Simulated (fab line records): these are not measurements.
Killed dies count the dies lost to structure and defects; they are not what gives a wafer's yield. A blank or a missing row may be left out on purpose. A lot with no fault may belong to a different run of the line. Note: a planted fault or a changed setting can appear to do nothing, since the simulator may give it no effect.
8D (eight disciplines) problem report, filled in by code || flow berkeley cmos170 || the parts of the form that need people (team, actions taken, sign-off) are left out

1. PROBLEM STATEMENT
beam energy keV at UCB170_NLDD_IMPLANT_08 reads a mean of 28.877 on 6 wafers of 2 lots; wafers without a fault read 30.002 with a standard deviation of 0.01. That is -99 or more standard deviations from the usual mean.
First observed at day 8 22:53: wafer L929.1, on implanter-01. At this step, 18 wafers from 6 lots have a number in the record. By rule, "out" or "out of limits" means more than 4 standard deviations away from the usual mean. All remaining wafers that have a number are taken as sound.

2. WHAT THIS IS AND IS NOT
{"question": "which readings at this step", "is": "beam energy keV", "is not": "-"}
{"question": "which lots", "is": "L928, L929", "is not": "L923, L931, L936, L945"}
{"question": "which wafers of those lots", "is": "all that have a number", "is not": "-"}
{"question": "read on which tools", "is": "implanter-01", "is not": "implanter-03, implanter-04"}
{"question": "when", "is": "from day 8 22:53", "is not": "up to then (3 sound wafers); but 9 sound wafers of L931, L936, L945 came after"}

3. THE SUSPECTS, EACH WITH WHAT RULES IT OUT
Counting: a tool at any process step up to the reading remains a suspect when it ran all the lots that are out and ran no sound lot after the first of those.
- implanter-01 at UCB170_NLDD_IMPLANT_08: kept. All lots that are out passed through it, beginning with L929 at day 8 22:53, and no sound lot followed; its final sound lot before that point was L923 at day 7 23:16. Its own readings are out on those wafers: beam energy keV.
Remaining after the count: implanter-01 at UCB170_NLDD_IMPLANT_08.

4. THE CAUSE (what the simulator had put in)
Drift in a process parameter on implanter-01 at UCB170_NLDD_IMPLANT_08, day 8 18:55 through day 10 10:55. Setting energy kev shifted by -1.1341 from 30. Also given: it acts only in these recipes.
Counting left only this tool.

5. SEQUENCE OF EFFECTS, ordered by route
One row per reading whose mean, taken over the struck wafers that have a number, lies over 3 standard deviations from the usual. Scope: only readings with a usual standard deviation given in the record; hours: median across lots of the time from each lot's start at the first step in this table that gives one to its start at this step; sigmas: change in usual standard deviations.
{"hours": 0, "step": "UCB170_NLDD_IMPLANT_08", "reading": "beam energy keV", "usual": 30.002, "on struck wafers": 28.877, "change": -1.125, "sigmas": "-99 or more"}
The process steps in it:
- UCB170_NLDD_IMPLANT_08

6. HOW IT WOULD HAVE BEEN CAUGHT EARLIER
The fault began at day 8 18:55; the first out-of-limits reading in this record came at day 8 22:53, 4 hours later.
